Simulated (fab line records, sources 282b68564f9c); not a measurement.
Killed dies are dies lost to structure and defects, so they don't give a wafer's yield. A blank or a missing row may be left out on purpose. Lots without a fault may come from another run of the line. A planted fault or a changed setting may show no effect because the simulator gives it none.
A struck lot beside a sound one | flow rit_cmos | 22 steps out of a route of 202
Sound: wafers L142.1, L142.3, L142.4. Struck: wafers L151.2, L151.4, L151.6. The cause comes at the end.
At each step with rows: each side's tool, then ch and its chambers, then its first start. Under that, the readings that differ: sound wafers | struck wafers | difference of the means | sigmas: that difference in standard deviations of wafers without a fault.
alike: readings whose means differ by less than 2 such deviations, and words and numbers that are the same on both sides. not compared: withheld readings, readings that some wafer has no value for, bounds like >300 that may hide the same value, and numbers for which the record gives no deviation and whose values overlap.
The two part at a step that has a row with sigmas, a row that says differs or no value, or rows on one side only. Numbers that don't overlap but have no deviation are shown without sigmas and don't part them. A reading that every wafer of one side lacks parts them only if that side has two wafers or more.

first, 2 steps without rows for these wafers: RIT_NSD_HARDBAKE_07 (time 60 s); RIT_NSD_IMPLANT_08.
RIT_NSD_STRIP_09: strips in O2, time 180 s.
  sound on plasma_asher-04 ch 0,1, day 4 03:49; struck on plasma_asher-02 ch 0,1, day 5 23:25
  alike: drypump_motor_current_A
  not compared: rf_hours_counter_h
RIT_NSD_TW_MEAS_10:
  sound on film_metro-02, day 4 03:59; struck on film_metro-01, day 5 23:36
  alike: NSD_TW
then, 6 steps without rows for these wafers: RIT_PSD_HMDS_00 (prime time 60 s); RIT_PSD_COAT_01 (resist thk 1000 nm); RIT_PSD_SOFTBAKE_02 (time 60 s); RIT_PSD_EXPOSE_03 (exposes mask M10, target cd 40900 nm); RIT_PSD_PEB_04; RIT_PSD_DEVELOP_05 (develop time 50 s).
RIT_PSD_OVL_MEAS_06:
  sound on overlay-01, day 4 05:01; struck on overlay-01, day 6 00:31
  alike: PSD_OVL
then, 1 step without rows for these wafers: RIT_PSD_HARDBAKE_07 (time 60 s).
RIT_PSD_IMPLANT_08:
  sound on implanter-03 ch 0, day 4 05:13; struck on implanter-04 ch 0, day 6 00:43
  reading            | sound                         | struck                        | difference | sigmas
  beam_on_s (s)      | 15.1 14.7 14.8                | 9.7 9.9 9.7                   | -5.1       | -4
  dose_ions_cm2      | 4.998e+15 4.995e+15 4.997e+15 | 2.333e+15 2.344e+15 2.341e+15 | -2.657e+15 | -99 or more
  faraday_current_uA | 10242 10479 10388             | 7467 7299 7445                | -2966      | -3
  alike: end_station_pressure_torr, tilt_deg
RIT_PSD_STRIP_09: strips in O2, time 180 s.
  sound on plasma_asher-04 ch 0,1, day 4 05:22; struck on plasma_asher-04 ch 0,1, day 6 00:50
  alike: drypump_motor_current_A
  not compared: rf_hours_counter_h
RIT_PSD_TW_MEAS_10:
  sound on film_metro-02, day 4 05:32; struck on film_metro-01, day 6 01:01
  reading | sound          | struck         | difference | sigmas
  PSD_TW  | 3428 3417 3451 | 3117 3132 3140 | -302       | -14
then, 3 steps without rows for these wafers: RIT_SDANNEAL_CLEAN_00 (cleans in SC1, time 600 s); RIT_SDANNEAL_CLEAN_01 (cleans in dHF, time 30 s); RIT_SDANNEAL_CLEAN_02 (cleans in SC2, time 600 s).
RIT_SDANNEAL_RTA_03: time 5 s.
  sound on rtp_anneal-02 ch 0, day 4 05:58; struck on rtp_anneal-01 ch 0, day 6 01:27
  alike: ramp_down_c_per_s, ramp_up_c_per_s, wafer_temp_C_max
RIT_SDANNEAL_RS_MEAS_04: measures by four-point-probe.
  sound on film_metro-03, day 4 06:02; struck on film_metro-03, day 6 01:31
  reading         | sound             | struck            | difference | sigmas
  PSD_RS (ohm/sq) | 115.8 115.6 115.8 | 126.7 126.3 126.9 | +10.9      | +34
RIT_SDANNEAL_RS_MEAS_05: measures by four-point-probe.
  sound on film_metro-03, day 4 06:09; struck on film_metro-03, day 6 01:38
  alike: NSD_RS
RIT_M1_PROBE_99:
  sound on prober-01, day 4 13:23; struck on prober-02, day 6 08:58
  reading                                | sound             | struck              | difference | sigmas
  model.etest.pmos_0p3.r_on_ohm_um       | 6412 6307 6100    | 6657 6611 6587      | +345       |
  model.etest.contact_pplus.end_ohm_um   | 43.43 43.14 44.6  | 67.29 67.38 67.77   | +23.76     |
  model.etest.pmos_0p3.drive_ua_um       | 97.8 101.4 104.6  | 91.82 93.27 93.84   | -8.29      |
  model.etest.vpnp.gain                  | 1.036 1.058 1.027 | 0.8232 0.839 0.8102 | -0.2162    |
  model.etest.pmos_0p15.tox_inv_nm (nm)  | 4.134 4.021 3.968 | 4.294 4.298 4.216   | +0.228     |
  model.etest.diode_pplus_comb.cj_ff_um2 | 2.046 2.021 2.021 | 1.922 1.925 1.913   | -0.109     |
  alike: killed_at_contacts, killed_at_front_end, killed_dies, killed_open, killed_short
  not compared: model.etest.ppoly_line.rs_ohm_sq, model.etest.pmos_0p15.junction_log10_a_um

WHERE THEY PART
First at RIT_PSD_IMPLANT_08; last, within this record, at RIT_SDANNEAL_RS_MEAS_04. Later steps at which nothing parts them and some readings are alike: RIT_SDANNEAL_RS_MEAS_05, RIT_M1_PROBE_99.

WHY: what the simulator had put in
Process parameter drift: implanter-04, from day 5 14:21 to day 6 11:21, at RIT_PSD_IMPLANT_08. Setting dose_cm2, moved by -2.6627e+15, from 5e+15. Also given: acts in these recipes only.
